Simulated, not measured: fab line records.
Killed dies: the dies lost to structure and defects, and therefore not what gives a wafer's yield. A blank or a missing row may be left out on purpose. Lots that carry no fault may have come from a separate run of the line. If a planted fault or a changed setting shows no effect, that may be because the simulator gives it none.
fab line records | flow rit_cmos
record lots=5 | wafers=15 | last_day=6
route steps=202 shown M1@187
lots that met no fault: taken from a fault-free run of the same line
start_h: hours from the record's opening day to when the first of the lot's shown wafers began | wait_h: hours since the lot's step before | " unchanged from the row above | L1.1+2: a single row standing in for several wafers | - no value, or no start was given | * or withheld: withheld | < > ~ a bound
route shown NAME@n: NAME is a module with steps in the file, n the number in the route of the first one | usual: average and standard deviation across the fault-free wafers | same: alike in all rows | chamber/n: place in a boat | sites: each site's reading | _std_site: standard deviation of those values | _edge_site: mean of outer sites minus mean of inner sites | radius_mm: how far each site lies from the wafer's centre | mask NAME#n: copy n | behind: the most recent tool/chamber to have shaped the wafer | hold: reason for holding the lot/hours on hold/outcome of the hold | device: the n, p or np transistor that did not switch | end of line: the same wafers' tests at the end of the route | a step with no rows: only its recipe | killed: dies that structure and defects cost at the first sort, which is not the same as the wafer's yield | map: a wafer's dies, marking killed ones x, the rest . and places with no die _
set.NAME: the setting the step ran with; set.NAME@STEP: the setting that earlier step ran with | model.NAME: the simulator's own value behind a step, which no gauge read
lots at selected steps of the route; one table per step, one row per wafer
services: from which hour (start_h, from the record's first day; less than 0 if before it) a tool's chamber was out of use, for how many hours, and why
## steps
# step RIT_M1_HMDS_03
# recipe prime_time_s=60 | prime_temp_c=140
# usual chill_plate_temp_C=22.99/0.1
lot.wafer | tool           | chamber | start_h | wait_h | chill_plate_temp_C
L079.3    | litho_track-02 | 0       | 79.11   | 0.2    | 22.91
L079.4    | "              | 0       | "       | "      | 22.86
L079.6    | "              | 0       | "       | "      | 22.87
L081.3    | litho_track-04 | 0       | 91.68   | 0.1    | 23.15
L081.4    | "              | 0       | "       | "      | 22.94
L081.6    | "              | 0       | "       | "      | 23.09
L082.2    | litho_track-02 | 0       | 94.90   | 0.1    | 22.90
L082.3    | "              | 0       | "       | "      | 22.92
L082.4    | "              | 0       | "       | "      | 22.95
L085.2    | litho_track-03 | 0       | 109.45  | 0.1    | 23.03
L085.3    | "              | 0       | "       | "      | 22.96
L085.5    | "              | 0       | "       | "      | 22.99
L091.4    | litho_track-03 | 0       | 141.72  | 0.2    | 23.16
L091.5    | "              | 0       | "       | "      | 23.05
L091.6    | "              | 0       | "       | "      | 23.04
# step RIT_M1_COAT_04
# recipe resist=NOVOLAK | spin_rpm=2000 | resist_thk_nm=1300
# usual chill_plate_temp_C=23.00/0.11 | dispense_pressure_kPa=53.1/2.3
lot.wafer | tool           | chamber | start_h | wait_h | chill_plate_temp_C | dispense_pressure_kPa
L079.3    | litho_track-02 | 0       | 79.26   | 0.1    | 22.84              | 53.1
L079.4    | "              | 0       | "       | "      | 22.89              | 53.1
L079.6    | "              | 0       | "       | "      | 23.01              | 53.1
L081.3    | litho_track-04 | 0       | 91.83   | 0.1    | 23.00              | 50.3
L081.4    | "              | 0       | "       | "      | 22.96              | 50.3
L081.6    | "              | 0       | "       | "      | 23.18              | 50.3
L082.2    | litho_track-02 | 0       | 95.05   | 0.1    | 23.05              | 53.2
L082.3    | "              | 0       | "       | "      | 23.09              | 53.2
L082.4    | "              | 0       | "       | "      | 23.08              | 53.1
L085.2    | litho_track-03 | 0       | 109.60  | 0.1    | 22.77              | 55.9
L085.3    | "              | 0       | "       | "      | 22.98              | 55.9
L085.5    | "              | 0       | "       | "      | 23.06              | 56.0
L091.4    | litho_track-03 | 0       | 141.87  | 0.1    | 23.04              | 56.0
L091.5    | "              | 0       | "       | "      | 23.08              | 56.0
L091.6    | "              | 0       | "       | "      | 23.01              | 56.0
# step RIT_M1_SOFTBAKE_05
# recipe resist=NOVOLAK | temp_c=90 | time_s=60
# usual chill_plate_temp_C=23.01/0.11
lot.wafer | tool           | chamber | start_h | wait_h | chill_plate_temp_C
L079.3    | litho_track-02 | 0       | 79.41   | 0.1    | 22.96
L079.4    | "              | 0       | "       | "      | 23.16
L079.6    | "              | 0       | "       | "      | 23.10
L081.3    | litho_track-04 | 0       | 91.98   | 0.1    | 22.99
L081.4    | "              | 0       | "       | "      | 23.10
L081.6    | "              | 0       | "       | "      | 22.93
L082.2    | litho_track-02 | 0       | 95.20   | 0.1    | 22.92
L082.3    | "              | 0       | "       | "      | 23.04
L082.4    | "              | 0       | "       | "      | 22.88
L085.2    | litho_track-03 | 0       | 109.75  | 0.1    | 22.97
L085.3    | "              | 0       | "       | "      | 22.87
L085.5    | "              | 0       | "       | "      | 22.95
L091.4    | litho_track-03 | 0       | 142.02  | 0.1    | 23.03
L091.5    | "              | 0       | "       | "      | 23.03
L091.6    | "              | 0       | "       | "      | 23.13
# step RIT_M1_EXPOSE_06
# recipe mask_id=M12 | na=0.6 | source_shape=conventional | sigma_outer=0.5 | target_cd_nm=2600 | dose_mj=255.8
lot.wafer  | tool             | chamber | start_h | wait_h | mask
L079.3+4+6 | iline_stepper-02 | 0       | 79.55   | 0.1    | M12#0
L081.3+4+6 | iline_stepper-02 | 0       | 92.12   | 0.1    | M12#0
L082.2+3+4 | iline_stepper-02 | 0       | 95.34   | 0.1    | M12#0
L085.2+3+5 | iline_stepper-02 | 0       | 110.02  | 0.2    | M12#0
L091.4+5+6 | iline_stepper-02 | 0       | 142.21  | 0.2    | M12#0
# step RIT_M1_PEB_07
# recipe resist=NOVOLAK | temp_c=withheld | time_s=withheld
# usual chill_plate_temp_C=*
lot.wafer | tool           | chamber | start_h | wait_h | chill_plate_temp_C
L079.3    | litho_track-04 | 0       | 79.68   | 0.1    | *
L079.4    | "              | 0       | "       | "      | *
L079.6    | "              | 0       | "       | "      | *
L081.3    | litho_track-02 | 0       | 92.25   | 0.1    | *
L081.4    | "              | 0       | "       | "      | *
L081.6    | "              | 0       | "       | "      | *
L082.2    | litho_track-04 | 0       | 95.57   | 0.2    | *
L082.3    | "              | 0       | "       | "      | *
L082.4    | "              | 0       | "       | "      | *
L085.2    | litho_track-03 | 0       | 110.15  | 0.1    | *
L085.3    | "              | 0       | "       | "      | *
L085.5    | "              | 0       | "       | "      | *
L091.4    | litho_track-04 | 0       | 142.54  | 0.3    | *
L091.5    | "              | 0       | "       | "      | *
L091.6    | "              | 0       | "       | "      | *
# step RIT_M1_DEVELOP_08
# recipe resist=NOVOLAK | develop_time_s=68 | dev_temp_c=23
# usual chill_plate_temp_C=22.98/0.11
lot.wafer | tool           | chamber | start_h | wait_h | chill_plate_temp_C
L079.3    | litho_track-04 | 0       | -       | -      | 22.88
L079.4    | "              | 0       | "       | "      | 23.13
L079.6    | "              | 0       | "       | "      | 23.09
L081.3    | litho_track-02 | 0       | -       | -      | 22.81
L081.4    | "              | 0       | "       | "      | 22.85
L081.6    | "              | 0       | "       | "      | 22.89
L082.2    | litho_track-04 | 0       | -       | -      | 22.91
L082.3    | "              | 0       | "       | "      | 22.96
L082.4    | "              | 0       | "       | "      | 23.04
L085.2    | litho_track-03 | 0       | -       | -      | 23.02
L085.3    | "              | 0       | "       | "      | 23.01
L085.5    | "              | 0       | "       | "      | 23.17
L091.4    | litho_track-04 | 0       | -       | -      | 23.04
L091.5    | "              | 0       | "       | "      | 23.01
L091.6    | "              | 0       | "       | "      | 23.03
# step RIT_M1_CD_MEAS_09
# recipe target_cd_nm=2600
# usual cd_nm=2600.2/2.4
lot.wafer | tool      | chamber | start_h | wait_h | cd_nm
L079.3    | cd_sem-02 | -       | 79.98   | -      | 2602.8
L079.4    | "         | -       | "       | "      | 2602.3
L079.6    | "         | -       | "       | "      | 2602.4
L081.3    | cd_sem-01 | -       | 92.55   | -      | 2603.5
L081.4    | "         | -       | "       | "      | 2601.5
L081.6    | "         | -       | "       | "      | 2603.4
L082.2    | cd_sem-01 | -       | 95.88   | -      | 2600.5
L082.3    | "         | -       | "       | "      | 2599.4
L082.4    | "         | -       | "       | "      | 2599.7
L085.2    | cd_sem-02 | -       | 110.45  | -      | 2601.7
L085.3    | "         | -       | "       | "      | 2601.5
L085.5    | "         | -       | "       | "      | 2602.3
L091.4    | cd_sem-02 | -       | 142.83  | -      | 2602.6
L091.5    | "         | -       | "       | "      | 2602.0
L091.6    | "         | -       | "       | "      | 2602.2
# step RIT_M1_OVL_MEAS_10
# usual M1_OVL=-1.3/1.7
lot.wafer | tool       | chamber | start_h | wait_h | M1_OVL[nm]
L079.3    | overlay-01 | -       | 80.08   | 0.1    | -3.7
L079.4    | "          | -       | "       | "      | -2.7
L079.6    | "          | -       | "       | "      | 0.0
L081.3    | overlay-02 | -       | 92.64   | 0.1    | 0.0
L081.4    | "          | -       | "       | "      | -0.4
L081.6    | "          | -       | "       | "      | -1.4
L082.2    | overlay-02 | -       | 95.98   | 0.1    | -2.0
L082.3    | "          | -       | "       | "      | -1.4
L082.4    | "          | -       | "       | "      | -1.4
L085.2    | overlay-02 | -       | 110.56  | 0.1    | -1.4
L085.3    | "          | -       | "       | "      | -2.6
L085.5    | "          | -       | "       | "      | -3.6
L091.4    | overlay-01 | -       | 142.91  | 0.1    | 1.4
L091.5    | "          | -       | "       | "      | -0.2
L091.6    | "          | -       | "       | "      | -0.8
# step RIT_M1_HARDBAKE_11
# recipe resist=NOVOLAK | temp_c=140 | time_s=120
# usual chill_plate_temp_C=23.00/0.11
lot.wafer | tool           | chamber | start_h | wait_h | chill_plate_temp_C
L079.3    | litho_track-02 | 0       | 80.18   | 0.1    | 22.74
L079.4    | "              | 0       | "       | "      | 22.84
L079.6    | "              | 0       | "       | "      | 22.68
L081.3    | litho_track-04 | 0       | 92.75   | 0.1    | 22.85
L081.4    | "              | 0       | "       | "      | 22.94
L081.6    | "              | 0       | "       | "      | 22.96
L082.2    | litho_track-02 | 0       | 96.06   | 0.1    | 23.06
L082.3    | "              | 0       | "       | "      | 22.92
L082.4    | "              | 0       | "       | "      | 23.02
L085.2    | litho_track-04 | 0       | 110.63  | 0.1    | 22.99
L085.3    | "              | 0       | "       | "      | 22.85
L085.5    | "              | 0       | "       | "      | 23.00
L091.4    | litho_track-02 | 0       | 143.05  | 0.1    | 22.96
L091.5    | "              | 0       | "       | "      | 23.06
L091.6    | "              | 0       | "       | "      | 22.90
# step RIT_M1_METAL_ETCH_12
# recipe stop_on=SiO2 | chemistry=Cl2/BCl3 | target=Al | time_s=165 | over_etch_frac=0.5 | pressure_mtorr=100 | target_depth_a=6000 | rf_w=250 | Cl2_flow_sccm=60 | bcl3_flow_sccm=50
# usual drypump_motor_current_A=5.6/0.47 | oes_product_au=0.775/0.016 | throttle_valve_pct=8.21/0.066
lot.wafer | tool         | chamber | start_h | wait_h | drypump_motor_current_A | oes_product_au | rf_hours_counter_h | throttle_valve_pct
L079.3    | rie_metal-01 | 1       | 80.40   | 0.2    | 5.8                     | 0.794          | -                  | 8.26
L079.4    | "            | 0       | "       | "      | 5.4                     | 0.765          | -                  | 8.10
L079.6    | "            | 1       | "       | "      | 5.8                     | 0.800          | -                  | 8.25
L081.3    | rie_metal-03 | 0       | 92.97   | 0.2    | 6.0                     | 0.777          | -                  | 8.18
L081.4    | "            | 1       | "       | "      | 5.8                     | 0.760          | -                  | 8.18
L081.6    | "            | 0       | "       | "      | 6.0                     | 0.767          | -                  | 8.18
L082.2    | rie_metal-01 | 1       | 96.26   | 0.2    | 5.8                     | 0.800          | 3                  | 8.25
L082.3    | "            | 1       | "       | "      | 5.8                     | 0.797          | -                  | 8.24
L082.4    | "            | 0       | "       | "      | 5.5                     | 0.782          | -                  | 8.11
L085.2    | rie_metal-01 | 0       | 110.84  | 0.2    | 5.4                     | 0.786          | 3                  | 8.10
L085.3    | "            | 0       | "       | "      | 5.4                     | 0.774          | -                  | 8.12
L085.5    | "            | 0       | "       | "      | 5.4                     | 0.779          | -                  | 8.10
L091.4    | rie_metal-01 | 1       | 143.23  | 0.1    | 5.8                     | 0.802          | -                  | 8.26
L091.5    | "            | 0       | "       | "      | 5.4                     | 0.778          | -                  | 8.10
L091.6    | "            | 1       | "       | "      | 5.8                     | 0.797          | -                  | 8.25
# step RIT_M1_STRIP_13
# recipe chemistry=nmp | resist=NOVOLAK | temp_c=80 | time_s=600 | dry=n2_spin
lot.wafer  | tool         | chamber | start_h | wait_h
L079.3+4+6 | wet_bench-01 | 1       | 80.51   | 0.1
L081.3+4+6 | wet_bench-03 | 3       | 93.08   | 0.1
L082.2+3+4 | wet_bench-01 | 1       | 96.43   | 0.1
L085.2+3+5 | wet_bench-03 | 3       | 111.00  | 0.1
L091.4+5+6 | wet_bench-03 | 2       | 143.34  | 0.1
# step RIT_M1_STRIP_14
# recipe chemistry=O2 | time_s=180 | platen_temp_c=withheld | power_w=500 | pressure_mtorr=4000 | o2_flow_sccm=4000
# usual drypump_motor_current_A=5.7/0.39
lot.wafer | tool            | chamber | start_h | wait_h | drypump_motor_current_A | rf_hours_counter_h
L079.3    | plasma_asher-03 | 0       | 80.75   | 0.1    | 5.0                     | -
L079.4    | "               | 1       | "       | "      | 5.8                     | -
L079.6    | "               | 0       | "       | "      | 5.0                     | -
L081.3    | plasma_asher-03 | 1       | 93.33   | 0.1    | 5.8                     | -
L081.4    | "               | 0       | "       | "      | 5.0                     | -
L081.6    | "               | 1       | "       | "      | 5.8                     | -
L082.2    | plasma_asher-03 | 1       | 96.62   | 0.0    | 5.8                     | 45
L082.3    | "               | 1       | "       | "      | 5.8                     | -
L082.4    | "               | 0       | "       | "      | 5.0                     | -
L085.2    | plasma_asher-02 | 1       | 111.18  | 0.0    | 5.7                     | 47
L085.3    | "               | 0       | "       | "      | 6.0                     | -
L085.5    | "               | 0       | "       | "      | 6.0                     | -
L091.4    | plasma_asher-03 | 0       | 143.58  | 0.1    | 5.0                     | -
L091.5    | "               | 0       | "       | "      | 5.0                     | -
L091.6    | "               | 1       | "       | "      | 5.8                     | -
# step RIT_M1_CD_MEAS_90
# recipe target_cd_nm=2600
# usual cd_nm=2601/3.1
lot.wafer | tool      | chamber | start_h | wait_h | cd_nm
L079.3    | cd_sem-02 | -       | 80.90   | 0.1    | 2603
L079.4    | "         | -       | "       | "      | 2602
L079.6    | "         | -       | "       | "      | 2601
L081.3    | cd_sem-01 | -       | 93.49   | 0.1    | 2606
L081.4    | "         | -       | "       | "      | 2600
L081.6    | "         | -       | "       | "      | 2608
L082.2    | cd_sem-01 | -       | 96.81   | 0.1    | 2598
L082.3    | "         | -       | "       | "      | 2598
L082.4    | "         | -       | "       | "      | 2598
L085.2    | cd_sem-02 | -       | 111.42  | 0.2    | 2603
L085.3    | "         | -       | "       | "      | 2603
L085.5    | "         | -       | "       | "      | 2603
L091.4    | cd_sem-01 | -       | 143.75  | 0.1    | 2600
L091.5    | "         | -       | "       | "      | 2600
L091.6    | "         | -       | "       | "      | 2599
# step RIT_M1_ANNEAL_15
# recipe temp_c=450 | time_s=1767 | ambient=forming_gas_H2N2
# usual zone_power_load_pct=6.97/0.25
lot.wafer | tool | chamber | start_h | wait_h | zone_power_load_pct
L079.3    | -    | -       | 81.26   | 0.3    | 6.71
L079.4    | "    | -       | "       | "      | 6.70
L079.6    | "    | -       | "       | "      | 6.68
L081.3    | -    | -       | 93.57   | 0.1    | 7.22
L081.4    | "    | -       | "       | "      | 7.35
L081.6    | "    | -       | "       | "      | 7.16
L082.2    | -    | -       | 96.98   | 0.1    | 7.32
L082.3    | "    | -       | "       | "      | 7.20
L082.4    | "    | -       | "       | "      | 7.19
L085.2    | -    | -       | 111.52  | 0.1    | 6.78
L085.3    | "    | -       | "       | "      | 6.72
L085.5    | "    | -       | "       | "      | 6.85
L091.4    | -    | -       | 144.59  | 0.8    | 7.15
L091.5    | "    | -       | "       | "      | 7.24
L091.6    | "    | -       | "       | "      | 7.25
# step RIT_M1_BOW_MEAS_16
# recipe mode=bow
# usual M1_BOW=17/6.7
lot.wafer | tool          | chamber | start_h | wait_h | M1_BOW[um]
L079.3    | film_metro-02 | -       | 82.80   | 0.0    | 18
L079.4    | "             | -       | "       | "      | 9
L079.6    | "             | -       | "       | "      | 21
L081.3    | film_metro-04 | -       | 95.11   | 0.0    | 14
L081.4    | "             | -       | "       | "      | 5
L081.6    | "             | -       | "       | "      | 17
L082.2    | film_metro-04 | -       | 98.50   | 0.0    | 19
L082.3    | "             | -       | "       | "      | 15
L082.4    | "             | -       | "       | "      | 16
L085.2    | film_metro-01 | -       | 113.04  | 0.0    | 25
L085.3    | "             | -       | "       | "      | 21
L085.5    | "             | -       | "       | "      | 22
L091.4    | film_metro-04 | -       | 146.15  | 0.1    | 19
L091.5    | "             | -       | "       | "      | 29
L091.6    | "             | -       | "       | "      | 29
# step RIT_M1_PROBE_99
# usual defect_limited_yield=97.4/1.2 | killed_at_contacts=0.1/0.34 | killed_at_front_end=7/3 | killed_dies=7/3.1 | killed_open=3.4/1.9 | killed_short=3.4/2.1 | sort_bin_3_pad_short=0.1/0.2 | sort_bin_5_function=1.5/0.83 | sort_bin_6_memory=1.0/0.66 | sort_n_pass=257/3.1 | sort_yield_pct=97.4/1.2
# same gross_dies=264 | killed_at_M0_to_M3=0 | killed_at_M4_up=0 | killed_at_back_side=0 | killed_at_other=0
lot.wafer | tool      | chamber | start_h | wait_h | defect_limited_yield[%] | killed_at_contacts | killed_at_front_end | killed_dies | killed_open | killed_short | sort_bin_3_pad_short[%] | sort_bin_5_function[%] | sort_bin_6_memory[%] | sort_n_pass | sort_yield_pct[%]
L079.3    | prober-01 | -       | 82.98   | 0.2    | 98.5                    | 0                  | 4                   | 4           | 3           | 1            | 0                       | 0.4                    | 1.1                  | 260         | 98.5
L079.4    | prober-01 | -       | 83.03   | 0.2    | 98.9                    | 0                  | 3                   | 3           | 3           | 0            | 0                       | 0.4                    | 0.8                  | 261         | 98.9
L079.6    | prober-01 | -       | 83.13   | 0.2    | 97.3                    | 0                  | 7                   | 7           | 3           | 4            | 0.8                     | 1.5                    | 0.4                  | 257         | 97.3
L081.3    | prober-01 | -       | 95.29   | 0.2    | 95.5                    | 0                  | 12                  | 12          | 6           | 6            | 0                       | 3.8                    | 0.8                  | 252         | 95.5
L081.4    | prober-01 | -       | 95.34   | 0.2    | 98.1                    | 1                  | 4                   | 5           | 3           | 2            | 0                       | 1.5                    | 0.4                  | 259         | 98.1
L081.6    | prober-01 | -       | 95.44   | 0.2    | 96.6                    | 0                  | 9                   | 9           | 4           | 5            | 0                       | 2.7                    | 0.8                  | 255         | 96.6
L082.2    | prober-02 | -       | 98.65   | 0.1    | 93.9                    | 0                  | 16                  | 16          | 4           | 12           | 0.4                     | 3.0                    | 2.7                  | 248         | 93.9
L082.3    | prober-02 | -       | 98.70   | 0.2    | 97.7                    | 0                  | 6                   | 6           | 3           | 3            | 0                       | 0.8                    | 1.5                  | 258         | 97.7
L082.4    | prober-02 | -       | 98.75   | 0.2    | 95.8                    | 1                  | 10                  | 11          | 6           | 5            | 0                       | 3.0                    | 1.1                  | 253         | 95.8
L085.2    | prober-01 | -       | 113.19  | 0.1    | 98.5                    | 1                  | 3                   | 4           | 1           | 1            | 0.4                     | 1.1                    | 0                    | 260         | 98.5
L085.3    | prober-01 | -       | 113.24  | 0.2    | 98.9                    | 0                  | 3                   | 3           | 1           | 1            | 0                       | 0.4                    | 0.8                  | 261         | 98.9
L085.5    | prober-01 | -       | 113.34  | 0.2    | 98.5                    | 0                  | 4                   | 4           | 1           | 3            | 0                       | 0                      | 1.5                  | 260         | 98.5
L091.4    | prober-01 | -       | 146.36  | 0.2    | 98.1                    | 0                  | 5                   | 5           | 4           | 0            | 0                       | 1.1                    | 0.8                  | 259         | 98.1
L091.5    | prober-01 | -       | 146.41  | 0.2    | 97.7                    | 0                  | 6                   | 6           | 2           | 3            | 0                       | 1.9                    | 0.4                  | 258         | 97.7
L091.6    | prober-01 | -       | 146.46  | 0.2    | 97.0                    | 0                  | 8                   | 8           | 3           | 5            | 0.4                     | 1.1                    | 1.5                  | 256         | 97.0
# killed by level:class
L079.3 FOX2:geometric_particle:open=1 REOX:geometric_particle:open=1 REOX:geometric_particle:short=1 SPACER:geometric_particle:open=1
L079.4 FOX1:geometric_particle:open=1 GATE:geometric_particle:open=1 REOX:geometric_particle:open=1
L079.6 FOX2:geometric_particle:open=2 FOX2:geometric_particle:short=1 GATE:geometric_particle:short=1 REOX:geometric_particle:short=1 SPACER:geometric_particle:short=1 SPACER:geometric_particle:open=1
L081.3 FOX1:geometric_particle:short=2 GATE:geometric_particle:short=2 REOX:geometric_particle:open=2 SPACER:geometric_particle:open=2 SILICIDE:geometric_particle:open=2 FOX2:geometric_particle:short=1 REOX:geometric_particle:short=1
L081.4 GATE:geometric_particle:open=2 GATE:geometric_particle:short=1 SILICIDE:geometric_particle:short=1 CONTACT:geometric_particle:open=1
L081.6 SILICIDE:geometric_particle:short=3 REOX:geometric_particle:open=2 FOX2:geometric_particle:open=1 GATE:geometric_particle:open=1 REOX:geometric_particle:short=1 SPACER:geometric_particle:short=1
L082.2 GATE:geometric_particle:short=5 FOX1:geometric_particle:short=2 REOX:geometric_particle:short=2 GATE:geometric_particle:open=2 SPACER:geometric_particle:short=2 FOX1:geometric_particle:open=1 FOX2:geometric_particle:open=1 FOX2:geometric_particle:short=1
L082.3 GATE:geometric_particle:open=2 SPACER:geometric_particle:short=2 GATE:geometric_particle:short=1 SILICIDE:geometric_particle:open=1
L082.4 GATE:geometric_particle:short=4 SPACER:geometric_particle:open=4 GATE:geometric_particle:open=1 REOX:geometric_particle:open=1 CONTACT:geometric_particle:short=1
L085.2 NSD:coat_microbubble_printed=2 FOX1:geometric_particle:short=1 CONTACT:geometric_particle:open=1
L085.3 FOX1:geometric_particle:open=1 SILICIDE:geometric_particle:short=1 NSD:coat_microbubble_printed=1
L085.5 GATE:geometric_particle:short=2 REOX:geometric_particle:open=1 SPACER:geometric_particle:short=1
L091.4 SILICIDE:geometric_particle:open=2 REOX:geometric_particle:open=1 SPACER:geometric_particle:open=1 GATE:coat_microbubble_printed=1
L091.5 SILICIDE:geometric_particle:short=2 GATE:geometric_particle:open=1 REOX:geometric_particle:short=1 SILICIDE:geometric_particle:open=1 GATE:coat_microbubble_printed=1
L091.6 REOX:geometric_particle:short=3 GATE:geometric_particle:short=2 GATE:geometric_particle:open=1 REOX:geometric_particle:open=1 SILICIDE:geometric_particle:open=1
## services
tool             | chamber | start_h | hours | kind
iline_stepper-02 | -       | 58.13   | 2.1   | pm
iline_stepper-02 | -       | 60.22   | -     | consumable_replace:lamp
furnace-04       | -       | 61.58   | 7.8   | pm
wet_bench-03     | -       | 72.83   | 1.5   | repair
wet_bench-03     | -       | 88.86   | 2.9   | repair
iline_stepper-02 | -       | 96.92   | 3.0   | repair
furnace-01       | -       | 128.54  | 3.0   | pm
rie_metal-03     | -       | 136.12  | 20.0  | pm
rie_metal-03     | 0       | 136.12  | 20.0  | vent_cycle
rie_metal-03     | 1       | 136.12  | 20.0  | vent_cycle
iline_stepper-02 | 0       | 136.38  | -     | calibration
## key
fault none
